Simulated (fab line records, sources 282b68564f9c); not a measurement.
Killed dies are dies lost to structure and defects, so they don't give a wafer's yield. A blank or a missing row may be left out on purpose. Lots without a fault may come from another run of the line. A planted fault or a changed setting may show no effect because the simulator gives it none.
Which tool did it? | flow rit_cmos | 14 lots, 42 wafers sampled, at 2 steps of a route of 202

WHAT THE GAUGES READ, wafer by wafer
RIT_NRETRO_TW_MEAS_10.
lot  | measured    | on            | NRETRO_TW
L421 | day 2 21:25 | film_metro-01 | 1059 1061 1062
L422 | day 3 01:32 | film_metro-04 | 1043 1053 1045
L423 | day 3 06:55 | film_metro-04 | 1042 1043 1042
L424 | day 3 14:58 | film_metro-03 | 1040 1038 1044
L425 | day 3 17:55 | film_metro-03 | 1040 1043 1040
L426 | day 4 01:52 | film_metro-04 | 1051 1054 1043
L427 | day 4 04:55 | film_metro-03 | 1038 1036 1031
L428 | day 4 09:08 | film_metro-04 | 1047 1049 1049
L430 | day 4 22:38 | film_metro-01 | 1055 1054 1055
L434 | day 5 18:41 | film_metro-01 | 1060 1059 1055
L435 | day 6 00:40 | film_metro-01 | 1065 1075 1064
L436 | day 6 00:55 | film_metro-01 | 1242 1237 1241
L440 | day 6 20:35 | film_metro-03 | 1210 1209 1213
L441 | day 7 00:18 | film_metro-03 | 1035 1034 1036

WHICH TOOL RAN EACH LOT (tool, then ch and the chambers of the sampled wafers, then the start)
lot  | RIT_NRETRO_IMPLANT_08
L421 | implanter-01 ch 0, day 2 21:06
L422 | implanter-03 ch 0, day 3 01:12
L423 | implanter-02 ch 0, day 3 06:37
L424 | implanter-03 ch 0, day 3 14:39
L425 | implanter-03 ch 0, day 3 17:35
L426 | implanter-02 ch 0, day 4 01:33
L427 | implanter-02 ch 0, day 4 04:36
L428 | implanter-02 ch 0, day 4 08:49
L430 | implanter-01 ch 0, day 4 22:18
L434 | implanter-03 ch 0, day 5 18:22
L435 | implanter-02 ch 0, day 6 00:22
L436 | implanter-01 ch 0, day 6 00:37
L440 | implanter-01 ch 0, day 6 20:16
L441 | implanter-03 ch 0, day 6 23:59
- RIT_NRETRO_IMPLANT_08

WHAT THE TOOLS THEMSELVES READ (means of the sampled wafers that have a number; where no wafer has one, the mark that the record gives instead)
RIT_NRETRO_IMPLANT_08.
lot  | tool         | dose_ions_cm2 | faraday_current_uA
L421 | implanter-01 | 9.9887e+12    | 31.3
L422 | implanter-03 | 9.9877e+12    | 31.6
L423 | implanter-02 | 1.0002e+13    | 32.5
L424 | implanter-03 | 1.0006e+13    | 32.0
L425 | implanter-03 | 9.9987e+12    | 32.1
L426 | implanter-02 | 1.0007e+13    | 31.8
L427 | implanter-02 | 1.0010e+13    | 31.6
L428 | implanter-02 | 9.9933e+12    | 31.5
L430 | implanter-01 | 9.9987e+12    | 31.5
L434 | implanter-03 | 9.9977e+12    | 31.8
L435 | implanter-02 | 9.9977e+12    | 31.8
L436 | implanter-01 | 1.6208e+13    | 51.7
L440 | implanter-01 | 1.6187e+13    | 51.6
L441 | implanter-03 | 1.0002e+13    | 31.8

THE ANSWER, worked out from the rows above alone
Rule: what is usual is taken from the lots themselves. Put in order of their means at a reading, lots are off if they are a third of the lots or fewer, leave a main group of 4 or more, and stand apart from it by a gap of 3 or more times the standard deviation of the main group's means; of several such gaps the widest counts. A main group whose means are all the same, to the digits that the tables above print for the reading, isn't used. A lot without any number at a reading at which 4 lots or more have one is off too. The other lots that the step has rows for count as sound. The gauges are gone through in route order, then the tools' own readings, and for those a lot's mean is taken as printed above. The first step at which some lot is off is used, and at that step the reading that is off furthest; a lot without a number counts as furthest.
Off: L436, L440, at RIT_NRETRO_TW_MEAS_10 (NRETRO_TW). The main group: mean 1048, standard deviation 9.9.
A tool fits if, at a process step before that reading, it ran every lot that is off, and no sound lot after the first of them. The gauges at RIT_NRETRO_TW_MEAS_10 aren't tried: what is off there is off at RIT_NRETRO_IMPLANT_08 too, on other tools, and a gauge's error can't cause that. One fits: implanter-01 at RIT_NRETRO_IMPLANT_08. Its last sound lot is L430 (day 4 22:18), its first lot that is off L436 (day 6 00:37): a fault that began between those two fits.
The tool's own readings at RIT_NRETRO_IMPLANT_08 bear it out: on the lots that are off they differ by more than 5 times the standard deviation of the sound lots' means. dose_ions_cm2 reads 1.6198e+13 there against 9.9991e+12 on the sound lots; faraday_current_uA reads 51.7 there against 31.8 on the sound lots.

WHAT THE SIMULATOR HAD PUT IN
Process parameter drift: implanter-01, from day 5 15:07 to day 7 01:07, at RIT_NRETRO_IMPLANT_08. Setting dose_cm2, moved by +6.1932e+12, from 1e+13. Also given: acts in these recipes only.
Lots struck among those shown: L436, L440. The rule above found the same.
